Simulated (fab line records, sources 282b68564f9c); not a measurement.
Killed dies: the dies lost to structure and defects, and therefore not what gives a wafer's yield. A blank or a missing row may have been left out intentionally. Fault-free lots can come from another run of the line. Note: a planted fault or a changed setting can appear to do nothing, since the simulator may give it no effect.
fab line records | flow rit-cmos | part 2 of 2: steps 32 to 43 of 43
record lots=5 | wafers=15 | last-day=7
route steps=202 shown NRETRO@57 PRETRO@64 GATE@75 FOX2@80 REOX@98
lots that met no fault: from a run of the same line without faults
start-h: the number of hours between the record's first day and the start of the first shown wafer of the lot | wait-h: hours elapsed since this lot's preceding step | " as in the row above | L1.1+2: one row covering several wafers at once | - either no value or no given start | * or withheld: withheld | < > ~ a bound
route shown NAME@n: names a module that has steps shown in the file, with the first one's number in the route | usual: the fault-free wafers' mean and standard deviation | same: alike in all rows | chamber/n: place in a boat | sites: each site's reading | _std_site: the standard deviation of these | _edge_site: mean of outer sites minus mean of inner sites | radius-mm: how far each site lies from the wafer's centre | mask NAME#n: copy n | behind: the tool/chamber that last shaped the wafer | hold: the reason the lot was held/the length of the hold in hours/how it ended | device: transistor that didn't switch, given as n, p or np | end of line: the same wafers' tests at the end of the route | where a step has no rows: the recipe by itself | killed: at the first sort, the dies lost to defects and structure; wafer yield is something else | map: a wafer's dies, marking killed ones x, the rest . and places with no die _
set.NAME: the run value of the setting; set.NAME@STEP: its run value at that earlier step | model.NAME: the simulator's own value behind a step, which no gauge read
a table for each step, a row for each wafer; lots at some steps of the route
services: from which hour (start-h, from the record's first day; less than 0 if before it) a tool's chamber was out of use, for how many hours, and why
## steps
# step RIT_GATE_SOFTBAKE_12
# recipe resist=NOVOLAK | temp-c=90 | time-s=60
# usual heater-power-total-W=34.56/0.05
# same time-s=60
lot.wafer | tool           | chamber | start-h | wait-h | heater-power-total-W
L074.3    | litho-track-01 | 0       | 36.04   | 0.1    | 34.65
L074.4    | "              | 0       | "       | "      | 34.60
L074.6    | "              | 0       | "       | "      | 34.61
L077.2    | litho-track-01 | 0       | 51.41   | 0.1    | 34.55
L077.3    | "              | 0       | "       | "      | 34.50
L077.4    | "              | 0       | "       | "      | 34.51
L078.2    | litho-track-02 | 0       | 55.68   | 0.1    | 34.56
L078.5    | "              | 0       | "       | "      | 34.58
L078.6    | "              | 0       | "       | "      | 34.58
L091.2    | litho-track-01 | 0       | 122.43  | 0.1    | 34.51
L091.3    | "              | 0       | "       | "      | 34.56
L091.6    | "              | 0       | "       | "      | 34.50
L097.1    | litho-track-01 | 0       | 151.80  | 0.1    | 34.54
L097.3    | "              | 0       | "       | "      | 34.61
L097.5    | "              | 0       | "       | "      | 34.57
# step RIT_GATE_EXPOSE_13
# recipe mask-id=M6 | na=0.6 | source-shape=conventional | sigma-outer=0.6 | target-cd-nm=150 | dose-mj=380
lot.wafer  | tool             | chamber | start-h | wait-h | mask
L074.3+4+6 | iline-stepper-01 | 0       | 36.25   | 0.2    | M6#0
L077.2+3+4 | iline-stepper-01 | 0       | 51.68   | 0.2    | M6#0
L078.2+5+6 | iline-stepper-01 | 0       | 55.82   | 0.1    | M6#0
L091.2+3+6 | iline-stepper-01 | 0       | 122.57  | 0.1    | M6#0
L097.1+3+5 | iline-stepper-01 | 0       | 152.08  | 0.2    | M6#0
# step RIT_GATE_PEB_14
# recipe resist=NOVOLAK | temp-c=withheld | time-s=withheld
lot.wafer  | tool           | chamber | start-h | wait-h
L074.3+4+6 | litho-track-03 | 0       | 36.55   | 0.3
L077.2+3+4 | litho-track-02 | 0       | 52.02   | 0.3
L078.2+5+6 | litho-track-02 | 0       | 55.95   | 0.1
L091.2+3+6 | litho-track-01 | 0       | 122.70  | 0.1
L097.1+3+5 | litho-track-01 | 0       | 152.20  | 0.1
# step RIT_GATE_DEVELOP_15
# recipe resist=NOVOLAK | develop-time-s=50 | dev-temp-c=23
lot.wafer  | tool           | chamber | start-h | wait-h
L074.3+4+6 | litho-track-03 | 0       | -       | -
L077.2+3+4 | litho-track-02 | 0       | -       | -
L078.2+5+6 | litho-track-02 | 0       | -       | -
L091.2+3+6 | litho-track-01 | 0       | -       | -
L097.1+3+5 | litho-track-01 | 0       | -       | -
# step RIT_GATE_CD_MEAS_16
# recipe target-cd-nm=150
# usual cd-nm=150.1/2.9
lot.wafer | tool      | chamber | start-h | wait-h | cd-nm
L074.3    | cd-sem-02 | -       | 36.82   | -      | 146.7
L074.4    | "         | -       | "       | "      | 149.4
L074.6    | "         | -       | "       | "      | 147.9
L077.2    | cd-sem-01 | -       | 52.30   | -      | 151.8
L077.3    | "         | -       | "       | "      | 153.0
L077.4    | "         | -       | "       | "      | 152.3
L078.2    | cd-sem-02 | -       | 56.22   | -      | 151.6
L078.5    | "         | -       | "       | "      | 148.9
L078.6    | "         | -       | "       | "      | 148.9
L091.2    | cd-sem-01 | -       | 122.97  | -      | 149.0
L091.3    | "         | -       | "       | "      | 149.6
L091.6    | "         | -       | "       | "      | 150.1
L097.1    | cd-sem-01 | -       | 152.48  | -      | 153.2
L097.3    | "         | -       | "       | "      | 151.8
L097.5    | "         | -       | "       | "      | 153.0
# step RIT_GATE_OVL_MEAS_17
# usual GATE_OVL=-0.9/1.3
lot.wafer | tool       | chamber | start-h | wait-h | GATE_OVL[nm]
L074.3    | overlay-01 | -       | 36.91   | 0.1    | -1.8
L074.4    | "          | -       | "       | "      | -1.7
L074.6    | "          | -       | "       | "      | -0.1
L077.2    | overlay-01 | -       | 52.41   | 0.1    | 0.7
L077.3    | "          | -       | "       | "      | 1.6
L077.4    | "          | -       | "       | "      | 0.4
L078.2    | overlay-02 | -       | 56.33   | 0.1    | -0.9
L078.5    | "          | -       | "       | "      | -0.3
L078.6    | "          | -       | "       | "      | -2.2
L091.2    | overlay-01 | -       | 123.08  | 0.1    | -1.5
L091.3    | "          | -       | "       | "      | -3.0
L091.6    | "          | -       | "       | "      | -2.0
L097.1    | overlay-01 | -       | 152.60  | 0.1    | 0.8
L097.3    | "          | -       | "       | "      | 0.9
L097.5    | "          | -       | "       | "      | 1.6
# step RIT_GATE_HARDBAKE_18
# recipe resist=NOVOLAK | temp-c=140 | time-s=60
# usual heater-power-total-W=62.55/0.052
# same time-s=60
lot.wafer | tool           | chamber | start-h | wait-h | heater-power-total-W
L074.3    | litho-track-03 | 0       | 36.99   | 0.1    | 62.58
L074.4    | "              | 0       | "       | "      | 62.52
L074.6    | "              | 0       | "       | "      | 62.58
L077.2    | litho-track-01 | 0       | 52.46   | 0.0    | 62.52
L077.3    | "              | 0       | "       | "      | 62.49
L077.4    | "              | 0       | "       | "      | 62.58
L078.2    | litho-track-02 | 0       | 56.39   | 0.0    | 62.59
L078.5    | "              | 0       | "       | "      | 62.51
L078.6    | "              | 0       | "       | "      | 62.56
L091.2    | litho-track-03 | 0       | 123.14  | 0.0    | 62.59
L091.3    | "              | 0       | "       | "      | 62.51
L091.6    | "              | 0       | "       | "      | 62.58
L097.1    | litho-track-03 | 0       | 152.63  | 0.0    | 62.57
L097.3    | "              | 0       | "       | "      | 62.55
L097.5    | "              | 0       | "       | "      | 62.43
# step RIT_GATE_ETCH_19
# recipe chemistry=SF6/CHF3/O2 | time-s=165 | SF6_flow_sccm=30 | CHF3_flow_sccm=30 | O2_flow_sccm=5 | target=poly-Si | pressure-mtorr=40 | rf-w=160 | target-depth-a=3125 | over-etch-frac=0.25 | stop-on=SiO2
# usual drypump-motor-current-A=6.1/0.53 | oes-product-au=0.846/0.014 | throttle-valve-pct=10.33/0.08
# same time-s=165
lot.wafer | tool      | chamber | start-h | wait-h | drypump-motor-current-A | oes-product-au | rf-hours-counter-h | throttle-valve-pct
L074.3    | rie-si-02 | 2       | 37.09   | 0.1    | 5.0                     | 0.851          | 159                | 10.37
L074.4    | "         | 3       | "       | "      | 6.4                     | 0.838          | -                  | 10.41
L074.6    | "         | 1       | "       | "      | 5.8                     | 0.838          | -                  | 10.17
L077.2    | rie-si-01 | 3       | 52.59   | 0.1    | 6.4                     | 0.823          | 42                 | 10.35
L077.3    | "         | 2       | "       | "      | 6.6                     | 0.857          | 2                  | 10.30
L077.4    | "         | 0       | "       | "      | 5.4                     | 0.849          | 22                 | 10.27
L078.2    | rie-si-02 | 0       | 56.51   | 0.1    | 6.5                     | 0.857          | 60                 | 10.41
L078.5    | "         | 0       | "       | "      | 6.4                     | 0.859          | -                  | 10.42
L078.6    | "         | 3       | "       | "      | 6.4                     | 0.849          | -                  | 10.40
L091.2    | rie-si-01 | 2       | 123.26  | 0.1    | 6.6                     | 0.850          | 3                  | 10.29
L091.3    | "         | 0       | "       | "      | 5.4                     | 0.848          | 23                 | 10.26
L091.6    | "         | 2       | "       | "      | 6.6                     | 0.864          | -                  | 10.29
L097.1    | rie-si-01 | 0       | 152.78  | 0.1    | 5.4                     | 0.838          | 23                 | 10.24
L097.3    | "         | 3       | "       | "      | 6.4                     | 0.825          | 43                 | 10.35
L097.5    | "         | 1       | "       | "      | 6.4                     | 0.862          | -                  | 10.34
# step RIT_GATE_STRIP_20
# recipe chemistry=O2 | time-s=180 | resist=NOVOLAK | platen-temp-c=withheld | power-w=500 | pressure-mtorr=4000 | o2-flow-sccm=4000
# usual drypump-motor-current-A=5.8/0.46
# same time-s=180
lot.wafer | tool            | chamber | start-h | wait-h | drypump-motor-current-A | rf-hours-counter-h
L074.3    | plasma-asher-04 | 0       | 37.25   | 0.1    | 5.9                     | -
L074.4    | "               | 1       | "       | "      | 5.7                     | -
L074.6    | "               | 1       | "       | "      | 5.7                     | -
L077.2    | plasma-asher-03 | 0       | 52.69   | 0.1    | 6.7                     | 43
L077.3    | "               | 0       | "       | "      | 6.7                     | -
L077.4    | "               | 1       | "       | "      | 5.6                     | -
L078.2    | plasma-asher-02 | 0       | 56.62   | 0.1    | 6.2                     | 45
L078.5    | "               | 1       | "       | "      | 5.1                     | -
L078.6    | "               | 0       | "       | "      | 6.2                     | -
L091.2    | plasma-asher-04 | 1       | 123.37  | 0.1    | 5.7                     | 1
L091.3    | "               | 1       | "       | "      | 5.7                     | -
L091.6    | "               | 0       | "       | "      | 5.9                     | -
L097.1    | plasma-asher-02 | 1       | 152.89  | 0.1    | 5.1                     | 55
L097.3    | "               | 0       | "       | "      | 6.1                     | -
L097.5    | "               | 0       | "       | "      | 6.2                     | -
# step RIT_GATE_CD_MEAS_90
# recipe target-cd-nm=150
# usual cd-nm=150.1/2.9
lot.wafer | tool      | chamber | start-h | wait-h | cd-nm
L074.3    | cd-sem-02 | -       | 37.41   | 0.1    | 146.5
L074.4    | "         | -       | "       | "      | 149.7
L074.6    | "         | -       | "       | "      | 148.1
L077.2    | cd-sem-01 | -       | 52.89   | 0.1    | 151.5
L077.3    | "         | -       | "       | "      | 153.0
L077.4    | "         | -       | "       | "      | 152.6
L078.2    | cd-sem-01 | -       | 56.81   | 0.1    | 151.7
L078.5    | "         | -       | "       | "      | 149.2
L078.6    | "         | -       | "       | "      | 148.8
L091.2    | cd-sem-01 | -       | 123.56  | 0.1    | 149.2
L091.3    | "         | -       | "       | "      | 149.7
L091.6    | "         | -       | "       | "      | 149.8
L097.1    | cd-sem-01 | -       | 153.07  | 0.1    | 152.9
L097.3    | "         | -       | "       | "      | 151.5
L097.5    | "         | -       | "       | "      | 153.5
# step RIT_REOX_CLEAN_00
# recipe chemistry=SC1 | mix=3:3:50 | time-s=600 | temp-c=75
# usual bath-heat-duty-pct=16.4/1.7
# same time-s=600
lot.wafer | tool         | chamber | start-h | wait-h | bath-heat-duty-pct
L074.3    | wet-bench-02 | 1       | 37.49   | 0.1    | 13.2
L074.4    | "            | 1       | "       | "      | 14.0
L074.6    | "            | 1       | "       | "      | 15.1
L077.2    | wet-bench-01 | 2       | 52.99   | 0.1    | 12.8
L077.3    | "            | 2       | "       | "      | 15.2
L077.4    | "            | 2       | "       | "      | 15.7
L078.2    | wet-bench-02 | 0       | 56.91   | 0.1    | 20.2
L078.5    | "            | 0       | "       | "      | 17.1
L078.6    | "            | 0       | "       | "      | 18.4
L091.2    | wet-bench-03 | 0       | 123.66  | 0.1    | 14.1
L091.3    | "            | 0       | "       | "      | 15.9
L091.6    | "            | 0       | "       | "      | 15.0
L097.1    | wet-bench-01 | 0       | 153.19  | 0.1    | 16.5
L097.3    | "            | 0       | "       | "      | 16.4
L097.5    | "            | 0       | "       | "      | 15.7
# step RIT_REOX_CLEAN_01
# recipe chemistry=dHF | dilution=50:1 | time-s=30
# same time-s=30
lot.wafer  | tool         | chamber | start-h | wait-h
L074.3+4+6 | wet-bench-01 | 3       | 37.66   | 0.0
L077.2+3+4 | wet-bench-02 | 0       | 53.16   | 0.0
L078.2+5+6 | wet-bench-01 | 2       | 57.09   | 0.0
L091.2+3+6 | wet-bench-01 | 3       | 123.84  | 0.0
L097.1+3+5 | wet-bench-02 | 3       | 153.36  | 0.0
## services
tool             | chamber | start-h | hours | kind
lpcvd-02         | -       | 5.64    | 6.0   | pm
iline-stepper-02 | -       | 9.91    | 2.1   | pm
iline-stepper-02 | -       | 11.99   | -     | consumable-replace:lamp
implanter-01     | -       | 13.93   | 6.3   | pm
iline-stepper-02 | 0       | 20.19   | -     | calibration
furnace-03       | -       | 23.36   | 2.7   | pm
rie-si-02        | 0       | 36.64   | 3.2   | repair
implanter-01     | -       | 43.62   | 3.7   | pm
furnace-04       | -       | 53.00   | 3.2   | pm
implanter-04     | -       | 74.82   | 4.0   | repair
furnace-02       | -       | 107.05  | 2.6   | pm
plasma-asher-04  | -       | 108.75  | 9.0   | pm
plasma-asher-04  | 0       | 108.75  | 9.0   | vent-cycle
plasma-asher-04  | 1       | 108.75  | 9.0   | vent-cycle
implanter-04     | -       | 114.80  | 5.0   | repair
rie-si-02        | -       | 117.34  | 0.5   | repair
plasma-asher-04  | 0       | 117.75  | -     | clean
plasma-asher-04  | 1       | 117.75  | -     | clean
iline-stepper-02 | -       | 121.21  | 1.4   | repair
plasma-asher-03  | -       | 132.28  | 2.8   | pm
plasma-asher-01  | -       | 137.26  | 4.1   | repair
furnace-03       | -       | 144.06  | 12.1  | pm
furnace-02       | -       | 147.51  | 2.0   | pm
implanter-01     | -       | 152.90  | 3.9   | repair
